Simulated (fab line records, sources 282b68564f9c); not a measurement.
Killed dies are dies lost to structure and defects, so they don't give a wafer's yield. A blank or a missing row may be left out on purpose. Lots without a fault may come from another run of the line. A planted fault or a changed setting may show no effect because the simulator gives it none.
Problem report in the 8D (eight disciplines) form, filled by code | flow rit_cmos | the parts of the form that need people (team, actions taken, sign-off) are left out

1. THE PROBLEM
wafer_temp_C_max at RIT_SILICIDE_RTA_04 reads a mean of 722.5 on 6 wafers of 2 lots; wafers without a fault read 653.3 with a standard deviation of 0.87. That is +80 standard deviations from the usual mean.
The step: time 10 s, ramp up 5 s, ramp down 5 s.
First seen on wafer L713.3, day 7 11:35, on rtp_anneal-01. The record holds 18 wafers of 6 lots with a number at this step. Rule for "out", or "out of limits": more than 4 standard deviations from the usual mean. The other wafers with a number count as sound.

2. WHAT IT IS AND WHAT IT IS NOT
question                    | is                     | is not
which readings at this step | wafer_temp_C_max       | -
which lots                  | L713, L715             | L703, L705, L708, L709
which wafers of those lots  | all that have a number | -
read on which tools         | rtp_anneal-01          | rtp_anneal-02
when                        | from day 7 11:35       | up to then (12 sound wafers)

3. SUSPECTS, AND WHAT RULES EACH OUT
Counting: a tool at a process step up to the reading stays a suspect if it ran every lot that is out and no sound lot after the first of them.
- rtp_anneal-02 at RIT_SDANNEAL_RTA_03 (time 5 s): kept. It ran every lot that is out, first L713 (day 7 10:41), and no sound lot after that; its last sound lot up to then is L709 (day 6 14:19).
- pvd_sputter-01 at RIT_SILICIDE_SPUTTER_01 (material Ti, target thk 30 nm, time 240 s): kept. It ran every lot that is out, first L713 (day 7 11:13), and no sound lot after that; its last sound lot up to then is L708 (day 6 06:41).
- rtp_anneal-01 at RIT_SILICIDE_RTA_04 (time 10 s, ramp up 5 s, ramp down 5 s): kept. It ran every lot that is out, first L713 (day 7 11:35), and no sound lot after that; its last sound lot up to then is L709 (day 6 15:11). Its own readings are out on those wafers: wafer_temp_C_max.
Left after counting: rtp_anneal-02 at RIT_SDANNEAL_RTA_03, pvd_sputter-01 at RIT_SILICIDE_SPUTTER_01, rtp_anneal-01 at RIT_SILICIDE_RTA_04.

4. THE CAUSE (what the simulator had put in)
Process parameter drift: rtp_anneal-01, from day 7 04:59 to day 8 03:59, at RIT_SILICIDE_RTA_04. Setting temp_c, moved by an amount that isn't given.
Counting left 3 suspects, and this tool is among them.

5. THE CHAIN OF EFFECTS, in route order
Each row: a reading whose mean over the struck wafers that have a number lies more than 3 standard deviations from the usual. Only readings for which the record gives a usual standard deviation are gone through. hours: the time from each lot's start at the first step in this table that gives one to its start at this step, as a median over the lots. sigmas: the change in usual standard deviations.
hours | step                | reading          | usual | on struck wafers | change | sigmas
0     | RIT_SILICIDE_RTA_04 | wafer_temp_C_max | 653.3 | 722.5            | +69.2  | +80
The process steps in it:
- RIT_SILICIDE_RTA_04: time 10 s, ramp up 5 s, ramp down 5 s.

6. WHAT WOULD HAVE CAUGHT IT SOONER
In this record the first reading out of limits was taken at day 7 11:35, 7 hours after the fault began at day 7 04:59.
